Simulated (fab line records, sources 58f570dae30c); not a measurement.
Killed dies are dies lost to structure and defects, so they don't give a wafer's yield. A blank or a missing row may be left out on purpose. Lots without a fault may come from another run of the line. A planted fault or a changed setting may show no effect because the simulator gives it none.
Split-lot experiment | flow berkeley_cmos170 | 5 lots, 23 wafers read, on a route of 331 steps

THE SPLIT
At UCB170_ACTIVE_OXIDATION_02 (target thk 26.4 nm, ox time 1260 s), the setting temp_c was moved away from the recipe's 1000 C on 20 of the 23 wafers read, by -3.0% to +1.4%. The other wafers ran this setting at the recipe's value.

The file shows no step between the split and the reading.

THE READING
ACTIVE_OXIDE_THK, in nm, at UCB170_ACTIVE_THK_MEAS_03. Fault-free wafers of this fab line usually give 26.4 nm, standard deviation 0.62 nm.

wafer  | tool, chamber at the split | temp_c as run, C | against the recipe | ACTIVE_OXIDE_THK, nm | against lot-mates on the recipe
L074.1 | -, -                       | 1014             | +1.4%              | 29.3                 | no lot-mate on the recipe
L074.2 | -, -                       | 1014             | +1.4%              | 29.8                 | no lot-mate on the recipe
L074.3 | -, -                       | 1014             | +1.4%              | 29.9                 | no lot-mate on the recipe
L074.4 | -, -                       | 1014             | +1.4%              | 29.5                 | no lot-mate on the recipe
L074.6 | -, -                       | 1014             | +1.4%              | 29.7                 | no lot-mate on the recipe
L078.1 | -, -                       | 970.3            | -3.0%              | 19.3                 | no lot-mate on the recipe
L078.2 | -, -                       | 970.3            | -3.0%              | 19.5                 | no lot-mate on the recipe
L078.3 | -, -                       | 970.3            | -3.0%              | 19.2                 | no lot-mate on the recipe
L078.4 | -, -                       | 970.3            | -3.0%              | 19.6                 | no lot-mate on the recipe
L078.5 | -, -                       | 970.3            | -3.0%              | 19.6                 | no lot-mate on the recipe
L081.3 | furnace-01, 0              | 1000             | recipe             | 27.0                 | -
L081.5 | furnace-01, 0              | 1000             | recipe             | 26.8                 | -
L081.6 | furnace-01, 0              | 1000             | recipe             | 26.9                 | -
L083.1 | -, -                       | 1012             | +1.2%              | 29.5                 | no lot-mate on the recipe
L083.3 | -, -                       | 1012             | +1.2%              | 30.1                 | no lot-mate on the recipe
L083.4 | -, -                       | 1012             | +1.2%              | 29.8                 | no lot-mate on the recipe
L083.5 | -, -                       | 1012             | +1.2%              | 30.1                 | no lot-mate on the recipe
L083.6 | -, -                       | 1012             | +1.2%              | 30.4                 | no lot-mate on the recipe
L084.2 | -, -                       | 977.5            | -2.2%              | 21.4                 | no lot-mate on the recipe
L084.3 | -, -                       | 977.5            | -2.2%              | 21.3                 | no lot-mate on the recipe
L084.4 | -, -                       | 977.5            | -2.2%              | 21.3                 | no lot-mate on the recipe
L084.5 | -, -                       | 977.5            | -2.2%              | 21.5                 | no lot-mate on the recipe
L084.6 | -, -                       | 977.5            | -2.2%              | 21.3                 | no lot-mate on the recipe

THE FIT
A straight line over all 23 wafers: ACTIVE_OXIDE_THK changes by +2.41 nm for each +1% of temp_c; r = +1.00; the points scatter about the line by 0.36 nm.
Too few moved wafers have a lot-mate on the recipe to fit a line with each lot's own level taken away.

THE WHOLE CHAIN: every reading that the file lists as answering this split, in the file's order
step                       | what it does                       | reading                                                                             | change (the file's fit)              | r (the file's)
UCB170_ACTIVE_OXIDATION_02 | target thk 26.4 nm, ox time 1260 s | SiO2_of_ACTIVE_OXIDATION_02.thk_nm (the simulator's own value, which no gauge read) | +2.42 nm for each +1% of the setting | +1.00
UCB170_ACTIVE_THK_MEAS_03  |                                    | ACTIVE_OXIDE_THK                                                                    | +2.42 for each +1% of the setting    | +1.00

THE FILE'S OWN FIT
ACTIVE_OXIDE_THK changes by +2.42 nm for each +1% of temp_c, r = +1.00.
